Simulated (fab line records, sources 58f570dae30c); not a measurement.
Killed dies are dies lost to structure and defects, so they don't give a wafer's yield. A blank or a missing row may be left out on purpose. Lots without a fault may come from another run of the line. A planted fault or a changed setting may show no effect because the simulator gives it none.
fab line records | flow berkeley_cmos170
record lots=6 wafers=18 last_day=11
route steps=331 shown PWELL@53 WELLDRIVE@55 ACTIVE@60
lots that met no fault: from a run of the same line without faults
start_h: hours from the record's first day to the start of the lot's first wafer shown | wait_h: hours since the lot's step before | " the same as in the row above | L1.1+2: a row that stands for several wafers | - no value, or no start given | * or withheld: withheld | < > ~ a bound
route shown NAME@n: a module of which the file shows steps, and the number in the route of the first | usual: mean/standard deviation of fault-free wafers | same: alike in all rows | chamber/n: place in a boat | sites: the reading at each site | _std_site: their standard deviation | _edge_site: outer sites' mean less inner sites' | radius_mm: how far each site lies from the wafer's centre | mask NAME#n: copy n | behind: the tool/chamber that last shaped the wafer | hold: why the lot was held/for how many hours/how that ended | device: the transistor (n, p or np) that didn't switch | end of line: the same wafers' tests at the end of the route | a step without rows: its recipe alone | killed: dies lost to structure and defects at the first sort, not the wafer's yield | map: a wafer's dies, x killed, . not, _ none there
set.NAME: the setting as run; set.NAME@STEP: as run at that earlier step | model.NAME: the simulator's own value behind a step, which no gauge read
lots at some steps of the route; a table a step, a row a wafer
services: from which hour (start_h, from the record's first day; less than 0 if before it) a tool's chamber was out of use, for how many hours, and why
## steps
# step UCB170_PWELL_WET_ETCH_19
# recipe chemistry=H3PO4 target=Si3N4 temp_c=160 time_s=14400
# step UCB170_PWELL_WET_ETCH_20
# recipe chemistry=BOE dilution=5:1 target=SiO2 temp_c=25 time_s=22
# step UCB170_WELLDRIVE_CLEAN_00
# recipe chemistry=SPM temp_c=120 time_s=600
# step UCB170_WELLDRIVE_OXIDATION_01
# recipe temp_c=1100 ambient=O2 target_thk_a=1990 ox_time_s=9000
# step UCB170_WELLDRIVE_THK_MEAS_02
# recipe reads=SiO2_of_WELLDRIVE_OXIDATION_01
# usual WELLDRIVE_OXIDE_THK=200/3.1
# columns lot.wafer tool chamber start_h wait_h WELLDRIVE_OXIDE_THK[nm]
L104.2 film_metro-02 - 68.39 0.0 203
L104.4 " - " " 201
L104.5 " - " " 197
L107.4 film_metro-02 - 81.43 0.0 205
L107.5 " - " " 205
L107.6 " - " " 203
L113.1 film_metro-01 - 121.16 0.0 198
L113.5 " - " " 199
L113.6 " - " " 198
L114.2 film_metro-02 - 121.17 0.0 197
L114.4 " - " " 193
L114.5 " - " " 198
L120.1 film_metro-03 - 143.49 0.0 206
L120.2 " - " " 203
L120.5 " - " " 204
L123.1 film_metro-02 - 162.57 0.0 200
L123.2 " - " " 200
L123.3 " - " " 198
# step UCB170_WELLDRIVE_ANNEAL_03
# recipe temp_c=1100 time_s=900 ambient=N2
# step UCB170_WELLDRIVE_WET_ETCH_04
# recipe chemistry=BOE dilution=5:1 target=SiO2 temp_c=25 time_s=120
# step UCB170_ACTIVE_CLEAN_00
# recipe chemistry=SPM temp_c=120 time_s=600
# step UCB170_ACTIVE_CLEAN_01
# recipe chemistry=dHF dilution=25:1 time_s=60
# step UCB170_ACTIVE_OXIDATION_02
# recipe temp_c=1000 ambient=O2 target_thk_a=264 ox_time_s=1260
# step UCB170_ACTIVE_THK_MEAS_03
# recipe reads=SiO2_of_ACTIVE_OXIDATION_02
# usual ACTIVE_OXIDE_THK=26.5/0.39
# columns lot.wafer tool chamber start_h wait_h ACTIVE_OXIDE_THK[nm]
L104.2 film_metro-02 - 79.98 0.0 25.8
L104.4 " - " " 26.1
L104.5 " - " " 26.5
L107.4 film_metro-04 - 86.93 0.0 27.2
L107.5 " - " " 27.0
L107.6 " - " " 27.0
L114.2 film_metro-04 - 130.69 0.0 25.8
L114.4 " - " " 26.0
L114.5 " - " " 26.1
L113.1 film_metro-01 - 130.70 0.0 26.4
L113.5 " - " " 26.0
L113.6 " - " " 26.7
L120.1 film_metro-04 - 151.75 0.1 26.8
L120.2 " - " " 26.4
L120.5 " - " " 26.6
L123.1 film_metro-02 - 171.25 0.0 26.0
L123.2 " - " " 25.9
L123.3 " - " " 25.8
# step UCB170_ACTIVE_ANNEAL_04
# recipe temp_c=1000 time_s=900 ambient=N2
# step UCB170_ACTIVE_CVD_05
# recipe material=Si3N4 target_thk_nm=220 temp_c=800 precursor=SiH2Cl2/NH3 time_s=3300 pressure_mtorr=200 sih2cl2_flow_sccm=25 nh3_flow_sccm=75
# columns lot.wafer tool chamber start_h wait_h model.Si3N4_of_ACTIVE_CVD_05.thk_nm
L104.2 lpcvd-01 1 84.26 0.0 222.2
L104.4 " 1 " " 221.3
L104.5 " 1 " " 223.8
L107.4 lpcvd-02 0 91.92 0.9 220.9
L107.5 " 0 " " 220.6
L107.6 " 0 " " 219.8
L113.1 lpcvd-01 1 132.61 0.0 272.5
L113.5 " 1 " " 273.9
L113.6 " 1 " " 275.2
L114.2 lpcvd-01 1 132.61 0.0 274.9
L114.4 " 1 " " 276.6
L114.5 " 1 " " 275.1
L120.1 lpcvd-02 0 155.62 0.0 219.9
L120.2 " 0 " " 218.6
L120.5 " 0 " " 221.9
L123.1 lpcvd-02 0 175.34 0.0 219.7
L123.2 " 0 " " 219.8
L123.3 " 0 " " 219.2
# step UCB170_ACTIVE_THK_MEAS_06
# recipe reads=Si3N4_of_ACTIVE_CVD_05
# usual ACTIVE_NITRIDE_THK=220.1/2.4
# columns lot.wafer tool chamber start_h wait_h ACTIVE_NITRIDE_THK[nm]
L104.2 film_metro-02 - 86.19 0.0 222.1
L104.4 " - " " 221.4
L104.5 " - " " 223.7
L107.4 film_metro-04 - 93.87 0.0 220.8
L107.5 " - " " 220.7
L107.6 " - " " 219.8
L113.1 film_metro-01 - 134.53 0.0 272.5
L113.5 " - " " 273.8
L113.6 " - " " 275.3
L114.2 film_metro-04 - 134.54 0.0 274.8
L114.4 " - " " 276.7
L114.5 " - " " 275.3
L120.1 film_metro-04 - 157.54 0.0 220.0
L120.2 " - " " 218.6
L120.5 " - " " 222.0
L123.1 film_metro-01 - 177.25 0.0 219.7
L123.2 " - " " 220.0
L123.3 " - " " 219.3
# step UCB170_ACTIVE_HMDS_07
# recipe prime_time_s=60 prime_temp_c=100
# step UCB170_ACTIVE_COAT_08
# recipe resist=KrF spin_rpm=1500 resist_thk_nm=900
# step UCB170_ACTIVE_SOFTBAKE_09
# recipe resist=KrF temp_c=130 time_s=60
# step UCB170_ACTIVE_EXPOSE_10
# recipe mask_id=ACTIVE target_cd_nm=1200 na=0.5 sigma_outer=0.6 source_shape=conventional dose_mj=20
# step UCB170_ACTIVE_PEB_11
# recipe peb_temp_c=130 peb_time_s=withheld resist=KrF
# step UCB170_ACTIVE_DEVELOP_12
# recipe developer=TMAH develop_time_s=45 resist=KrF dev_temp_c=21
# step UCB170_ACTIVE_CD_MEAS_13
# recipe target_cd_nm=1200
# usual cd_nm=1199.3/1.3
# columns lot.wafer tool chamber start_h wait_h cd_nm
L104.2 cd_sem-01 - 87.35 - 1200.3
L104.4 " - " " 1198.6
L104.5 " - " " 1199.7
L107.4 cd_sem-01 - 95.28 - 1198.2
L107.5 " - " " 1198.1
L107.6 " - " " 1198.0
L114.2 cd_sem-01 - 135.45 - 1199.6
L114.4 " - " " 1200.1
L114.5 " - " " 1198.9
L113.1 cd_sem-01 - 135.67 - 1199.7
L113.5 " - " " 1200.2
L113.6 " - " " 1199.6
L120.1 cd_sem-02 - 159.39 - 1197.2
L120.2 " - " " 1197.7
L120.5 " - " " 1197.5
L123.1 cd_sem-01 - 178.43 - 1200.1
L123.2 " - " " 1200.3
L123.3 " - " " 1199.7
# step UCB170_ACTIVE_OVL_MEAS_14
# usual ACTIVE_OVL=3/5
# columns lot.wafer tool chamber start_h wait_h ACTIVE_OVL[nm]
L104.2 overlay-02 - 87.46 0.1 -1
L104.4 " - " " -1
L104.5 " - " " -4
L107.4 overlay-02 - 95.36 0.1 8
L107.5 " - " " -1
L107.6 " - " " 2
L114.2 overlay-02 - 135.56 0.1 -3
L114.4 " - " " -3
L114.5 " - " " 2
L113.1 overlay-01 - 135.79 0.1 2
L113.5 " - " " -2
L113.6 " - " " 13
L120.1 overlay-02 - 159.51 0.1 -1
L120.2 " - " " 2
L120.5 " - " " 1
L123.1 overlay-01 - 178.55 0.1 0
L123.2 " - " " 8
L123.3 " - " " 7
# step UCB170_ACTIVE_ETCH_15
# recipe chemistry=CH3F/Ar/O2 target=Si3N4 stop_on=SiO2 CH3F_flow_sccm=20 Ar_flow_sccm=50 O2_flow_sccm=7 pressure_mtorr=50 rf_w=450 target_depth_a=2420 over_etch_frac=0.1 time_s=151
# usual O2_flow_sccm=6.999/0.022 drypump_motor_current_A=5.7/0.42 oes_product_au=0.943/0.013 throttle_valve_pct=7.98/0.11
# columns lot.wafer tool chamber start_h wait_h O2_flow_sccm drypump_motor_current_A oes_product_au rf_hours_counter_h throttle_valve_pct model.etch.depth_nm
L104.2 rie_diel-02 1 87.49 0.0 7.010 5.7 0.937 91 8.17 222.2
L104.4 " 2 " " 6.998 6.1 0.947 133 7.98 221.3
L104.5 " 1 " " 7.008 5.7 0.936 - 8.16 223.8
L107.4 rie_diel-02 2 95.38 0.0 7.007 6.0 0.939 133 7.98 220.9
L107.5 " 2 " " 7.015 6.0 0.949 - 7.98 220.6
L107.6 " 1 " " 7.039 5.7 0.938 - 8.18 219.8
L114.2 rie_diel-01 2 135.59 0.0 6.985 5.1 1.005 18 7.99 241.2
L114.4 " 1 " " 7.037 5.9 0.989 135 8.07 236.1
L114.5 " 1 " " 7.017 5.9 0.988 - 8.09 237.1
L113.1 rie_diel-02 3 135.83 0.0 7.010 5.5 0.983 10 8.08 239.6
L113.5 " 3 " " 7.018 5.5 0.984 - 8.09 239.5
L113.6 " 2 " " 7.028 6.0 1.000 - 7.99 242.3
L120.1 rie_diel-02 1 159.54 0.0 6.997 5.7 0.931 94 8.16 219.9
L120.2 " 0 " " 6.963 5.1 0.930 4 8.13 218.6
L120.5 " 1 " " 7.003 5.7 0.946 - 8.17 221.9
L123.1 rie_diel-01 3 178.59 0.0 7.001 5.5 0.930 78 7.95 219.7
L123.2 " 2 " " 7.022 5.1 0.950 20 7.99 219.8
L123.3 " 0 " " 6.997 5.8 0.945 78 7.96 219.2
# step UCB170_ACTIVE_STRIP_16
# recipe chemistry=O2 power_w=400 pressure_mtorr=3500 platen_temp_c=withheld o2_flow_sccm=400 overash_fraction=0.5
# usual drypump_motor_current_A=5.6/0.42 oes_product_au=0.721/0.004 strip_time_to_endpoint_s=18.10/0.075
# columns lot.wafer tool chamber start_h wait_h drypump_motor_current_A oes_product_au rf_hours_counter_h strip_time_to_endpoint_s
L104.2 plasma_asher-04 0 87.59 0.1 6.4 0.724 38 18.09
L104.4 " 0 " " 6.4 0.722 - 17.99
L104.5 " 0 " " 6.4 0.718 - 18.04
L107.4 plasma_asher-04 0 95.51 0.1 6.4 0.723 - 18.08
L107.5 " 0 " " 6.4 0.720 - 18.02
L107.6 " 1 " " 6.1 0.720 - 18.22
L114.2 plasma_asher-02 1 135.69 0.1 5.0 0.711 34 18.02
L114.4 " 0 " " 5.7 0.718 - 18.12
L114.5 " 1 " " 5.0 0.719 - 18.10
L113.1 plasma_asher-03 0 135.93 0.1 5.6 0.728 43 18.06
L113.5 " 0 " " 5.6 0.718 - 18.03
L113.6 " 1 " " 5.5 0.721 - 17.95
L120.1 plasma_asher-03 1 159.65 0.1 5.5 0.724 45 18.23
L120.2 " 0 " " 5.6 0.720 45 18.11
L120.5 " 1 " " 5.5 0.721 - 18.12
L123.1 plasma_asher-03 1 178.69 0.1 5.5 0.717 47 18.07
L123.2 " 0 " " 5.6 0.720 47 18.05
L123.3 " 1 " " 5.5 0.717 - 18.01
## services
# columns tool chamber start_h hours kind
rie_diel-01 2 63.02 1.9 repair
lpcvd-02 - 100.16 1.1 repair
rie_diel-01 - 102.55 0.5 repair
plasma_asher-04 - 108.75 9.0 pm
plasma_asher-04 0 108.75 13.6 vent_cycle
plasma_asher-04 1 108.75 13.6 vent_cycle
plasma_asher-04 - 110.83 11.5 repair
rie_diel-01 - 115.36 2.8 pm
plasma_asher-04 0 117.75 - clean
plasma_asher-04 1 117.75 - clean
plasma_asher-04 - 123.03 26.9 pm
lpcvd-02 - 124.39 2.8 pm
lpcvd-01 - 144.59 4.3 pm
rie_diel-01 1 165.89 28.0 repair
rie_diel-02 3 168.64 5.0 repair
lpcvd-01 - 169.39 0.9 repair
rie_diel-01 2 170.03 6.0 repair
## key
first_sign step=UCB170_ACTIVE_THK_MEAS_06 reading=ACTIVE_NITRIDE_THK direction=up sigmas=23 usual=220.1 struck=274.7
effect step=UCB170_ACTIVE_ETCH_15 reading=oes_product_au direction=up sigmas=3.6 usual=0.943 struck=0.991
model_effect step=UCB170_ACTIVE_CVD_05 value=Si3N4_of_ACTIVE_CVD_05.thk_nm without=219.7 struck=274.7
model_effect step=UCB170_ACTIVE_ETCH_15 value=etch.depth_nm without=219.7 struck=239.3
met_at UCB170_ACTIVE_CVD_05
struck_wafers L113.1,L113.5,L113.6,L114.2,L114.4,L114.5
later_rows_left_out L113.5,L113.6,L114.2,L114.4,L114.5
sort_left_out L113.1,L113.5,L113.6,L114.2,L114.4,L114.5
tester_left_out L113,L114
onset_between 84.26 132.61
fault kind=process_parameter_drift tool=lpcvd-01 chamber=- onset_h=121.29 steps=UCB170_ACTIVE_CVD_05 channel=target_thk_nm offset=55 shape=step end_h=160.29 acts_in=these_recipes_only stated=220
# tester_left_out: of these lots the tester's yield and bins aren't shown, on N5 and GAA mostly nor the transistor test; their killed dies are dies lost to structure and defects alone, not to doping, threshold or leakage, so they don't give the yield
# sort_left_out: the simulated sort isn't trusted on such a fault, so these wafers' sort isn't shown, and their yield isn't known
# later_rows_left_out: the simulator's readings of these wafers behind a module that went badly wrong aren't trusted and aren't shown, but for the sort
